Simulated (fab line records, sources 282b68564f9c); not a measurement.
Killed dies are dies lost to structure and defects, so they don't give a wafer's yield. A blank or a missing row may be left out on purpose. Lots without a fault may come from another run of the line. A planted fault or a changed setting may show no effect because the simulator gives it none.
Which tool did it? | flow rit_cmos | 14 lots, 42 wafers sampled, at 6 steps of a route of 202

WHAT THE GAUGES READ, wafer by wafer
RIT_ACTIVE_BOW_MEAS_00.
lot  | measured    | on            | INCOMING_BOW (um)
L495 | day 1 15:00 | film_metro-01 | -7 -6 -5
L496 | day 1 20:00 | film_metro-01 | -11 5 -1
L497 | day 2 01:00 | film_metro-01 | 10 4 7
L498 | day 2 06:02 | film_metro-04 | 1 -9 10
L499 | day 2 11:01 | film_metro-04 | -1 3 9
L500 | day 2 16:02 | film_metro-03 | 1 9 -5
L501 | day 2 21:02 | film_metro-03 | 0 4 4
L503 | day 3 07:02 | film_metro-01 | 9 1 7
L505 | day 3 17:00 | film_metro-03 | 7 -2 0
L508 | day 4 08:00 | film_metro-03 | 2 1 10
L510 | day 4 18:00 | film_metro-01 | 9 -9 -4
L511 | day 4 23:01 | film_metro-04 | 2 8 -4
L512 | day 5 04:00 | film_metro-04 | 3 8 0
L517 | day 6 05:02 | film_metro-01 | -6 2 -5

RIT_PWELL_TW_MEAS_10.
lot  | measured    | on            | PWELL_TW
L495 | day 2 05:01 | film_metro-02 | 937 941 935
L496 | day 2 09:07 | film_metro-01 | 955 959 954
L497 | day 2 15:28 | film_metro-04 | 944 941 944
L498 | day 2 19:49 | film_metro-02 | 943 942 939
L499 | day 2 23:34 | film_metro-01 | 965 954 965
L500 | day 3 06:12 | film_metro-04 | 945 939 944
L501 | day 3 10:08 | film_metro-02 | 935 933 933
L503 | day 3 19:34 | film_metro-04 | 946 943 941
L505 | day 4 06:23 | film_metro-02 | 948 944 948
L508 | day 4 21:49 | film_metro-02 | 939 946 942
L510 | day 5 07:41 | film_metro-02 | 941 941 947
L511 | day 5 11:53 | film_metro-02 | 945 936 945
L512 | day 5 16:25 | film_metro-02 | 943 945 945
L517 | day 6 17:46 | film_metro-04 | 945 941 942

RIT_PLDD_TW_MEAS_10.
lot  | measured    | on            | PLDD_TW
L495 | day 3 01:37 | film_metro-04 | 2325 2338 2333
L496 | day 3 05:05 | film_metro-03 | 2334 2340 2321
L497 | day 3 13:42 | film_metro-04 | 2323 2330 2342
L498 | day 3 16:46 | film_metro-04 | 2327 2327 2335
L499 | day 3 21:55 | film_metro-03 | 2344 2328 2333
L500 | day 4 02:33 | film_metro-04 | 2304 2307 2311
L501 | day 4 07:41 | film_metro-04 | 2316 2305 2303
L503 | day 4 17:10 | film_metro-04 | 2322 2311 2311
L505 | day 5 05:40 | film_metro-04 | 1458 1458 1458 1455 1458 1465
L508 | day 5 18:28 | film_metro-01 | 1504 1505 1505 1505 1505 1505
L510 | day 6 03:34 | film_metro-04 | 2326 2320 2329
L511 | day 6 08:07 | film_metro-04 | 2328 2308 2332
L512 | day 6 14:53 | film_metro-04 | 2319 2319 2331
L517 | day 7 15:03 | film_metro-01 | 2373 2376 2379

RIT_SDANNEAL_RS_MEAS_06: measures by four-point-probe.
lot  | measured    | on            | PLDD_RS (ohm/sq)
L495 | day 3 07:49 | film_metro-04 | 178.6 179.0 179.3
L496 | day 3 11:46 | film_metro-03 | 178.4 178.0 178.0
L497 | day 3 20:58 | film_metro-01 | 178.7 178.4 178.9
L498 | day 4 00:05 | film_metro-04 | 178.3 178.3 178.9
L499 | day 4 04:25 | film_metro-04 | 179.1 178.6 179.2
L500 | day 4 10:02 | film_metro-03 | 178.8 178.4 178.1
L501 | day 4 13:49 | film_metro-04 | 179.0 178.9 178.7
L503 | day 4 23:44 | film_metro-01 | 177.7 178.2 178.5
L505 | day 5 20:49 | film_metro-04 | 610.1 607.0 608.8 609.7 607.2 608.6
L508 | day 6 08:35 | film_metro-04 | 591.7 584.0 589.7 591.8 584.9 592.2
L510 | day 6 09:53 | film_metro-04 | 178.3 178.1 179.0
L511 | day 6 14:31 | film_metro-01 | 178.5 178.4 178.3
L512 | day 6 21:04 | film_metro-04 | 178.9 178.8 179.0
L517 | day 7 21:29 | film_metro-01 | 179.1 178.4 178.7

WHICH TOOL RAN EACH LOT (tool, then ch and the chambers of the sampled wafers, then the start)
lot  | RIT_PRETRO_STRIP_09                 | RIT_PLDD_IMPLANT_08
L495 | plasma_asher-03 ch 0,1, day 2 13:19 | implanter-02 ch 0, day 3 01:17
L496 | plasma_asher-02 ch 0,1, day 2 17:58 | implanter-04 ch 0, day 3 04:46
L497 | plasma_asher-02 ch 0,1, day 2 23:51 | implanter-02 ch 0, day 3 13:23
L498 | plasma_asher-01 ch 0,1, day 3 04:08 | implanter-03 ch 0, day 3 16:28
L499 | plasma_asher-02 ch 0,1, day 3 08:17 | implanter-04 ch 0, day 3 21:37
L500 | plasma_asher-02 ch 0,1, day 3 14:37 | implanter-02 ch 0, day 4 02:15
L501 | plasma_asher-02 ch 0,1, day 3 18:59 | implanter-02 ch 0, day 4 07:23
L503 | plasma_asher-02 ch 0,1, day 4 04:08 | implanter-02 ch 0, day 4 16:52
L505 | plasma_asher-02 ch 0,1, day 4 15:40 | implanter-02 ch 0, day 5 05:20
L508 | plasma_asher-01 ch 0,1, day 5 06:13 | implanter-02 ch 0, day 5 18:08
L510 | plasma_asher-02 ch 0,1, day 5 16:19 | implanter-04 ch 0, day 6 03:14
L511 | plasma_asher-03 ch 0,1, day 5 20:08 | implanter-03 ch 0, day 6 07:49
L512 | plasma_asher-03 ch 0,1, day 6 00:50 | implanter-04 ch 0, day 6 14:33
L517 | plasma_asher-01 ch 0,1, day 7 02:10 | implanter-04 ch 0, day 7 14:46
- RIT_PRETRO_STRIP_09: strips in O2, time 180 s.
- RIT_PLDD_IMPLANT_08

WHAT THE TOOLS THEMSELVES READ (means of the sampled wafers that have a number; where no wafer has one, the mark that the record gives instead)
RIT_PRETRO_STRIP_09.
lot  | tool            | drypump_motor_current_A (A)
L495 | plasma_asher-03 | 5.7
L496 | plasma_asher-02 | 5.5
L497 | plasma_asher-02 | 5.7
L498 | plasma_asher-01 | 5.6
L499 | plasma_asher-02 | 5.5
L500 | plasma_asher-02 | 5.5
L501 | plasma_asher-02 | 5.5
L503 | plasma_asher-02 | 5.5
L505 | plasma_asher-02 | 5.7
L508 | plasma_asher-01 | 5.6
L510 | plasma_asher-02 | 5.5
L511 | plasma_asher-03 | 5.8
L512 | plasma_asher-03 | 5.6
L517 | plasma_asher-01 | 5.6

RIT_PLDD_IMPLANT_08.
lot  | tool         | dose_ions_cm2 | end_station_pressure_torr (Torr) | faraday_current_uA
L495 | implanter-02 | 9e+14         | 7.6e-06                          | 2888
L496 | implanter-04 | 9e+14         | 7.6e-06                          | 2823
L497 | implanter-02 | 9e+14         | 7.2e-06                          | 2818
L498 | implanter-03 | 9e+14         | 7.6e-06                          | 2803
L499 | implanter-04 | 9e+14         | 7.1e-06                          | 2814
L500 | implanter-02 | 9e+14         | 7.3e-06                          | 2862
L501 | implanter-02 | 9e+14         | 7.3e-06                          | 2792
L503 | implanter-02 | 9e+14         | 7.2e-06                          | 2824
L505 | implanter-02 | 2e+14         | 5.7e-06                          | 567
L508 | implanter-02 | 2e+14         | 5.5e-06                          | 560
L510 | implanter-04 | 9e+14         | 7.5e-06                          | 2831
L511 | implanter-03 | 9e+14         | 6.9e-06                          | 2782
L512 | implanter-04 | 9e+14         | 7.4e-06                          | 2864
L517 | implanter-04 | 9e+14         | 7.0e-06                          | 2837

THE ANSWER, worked out from the rows above alone
Rule: what is usual is taken from the lots themselves. Put in order of their means at a reading, lots are off if they are a third of the lots or fewer, leave a main group of 4 or more, and stand apart from it by a gap of 3 or more times the standard deviation of the main group's means; of several such gaps the widest counts. A main group whose means are all the same, to the digits that the tables above print for the reading, isn't used. A lot without any number at a reading at which 4 lots or more have one is off too. The other lots that the step has rows for count as sound. The gauges are gone through in route order, then the tools' own readings, and for those a lot's mean is taken as printed above. The first step at which some lot is off is used, and at that step the reading that is off furthest; a lot without a number counts as furthest.
Off: L505, L508, at RIT_PLDD_TW_MEAS_10 (PLDD_TW). The main group: mean 2328, standard deviation 17.
A tool fits if, at a process step before that reading, it ran every lot that is off, and no sound lot after the first of them. The gauges at RIT_PLDD_TW_MEAS_10 aren't tried: what is off there is off at RIT_PLDD_IMPLANT_08 too, on other tools, and a gauge's error can't cause that. One fits: implanter-02 at RIT_PLDD_IMPLANT_08. Its last sound lot is L503 (day 4 16:52), its first lot that is off L505 (day 5 05:20): a fault that began between those two fits.
The tool's own readings at RIT_PLDD_IMPLANT_08 bear it out: on the lots that are off they differ by more than 5 times the standard deviation of the sound lots' means. dose_ions_cm2 reads 2e+14 there against 9e+14 on the sound lots; end_station_pressure_torr reads 5.6e-06 Torr there against 7.3e-06 Torr on the sound lots; faraday_current_uA reads 564 there against 2828 on the sound lots.

WHAT THE SIMULATOR HAD PUT IN
Process parameter drift: implanter-02, from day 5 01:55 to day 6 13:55, at RIT_PLDD_IMPLANT_08. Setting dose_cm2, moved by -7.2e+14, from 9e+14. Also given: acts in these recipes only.
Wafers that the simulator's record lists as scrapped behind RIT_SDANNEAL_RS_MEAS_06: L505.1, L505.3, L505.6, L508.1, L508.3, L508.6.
Lots struck among those shown: L505, L508. The rule above found the same.
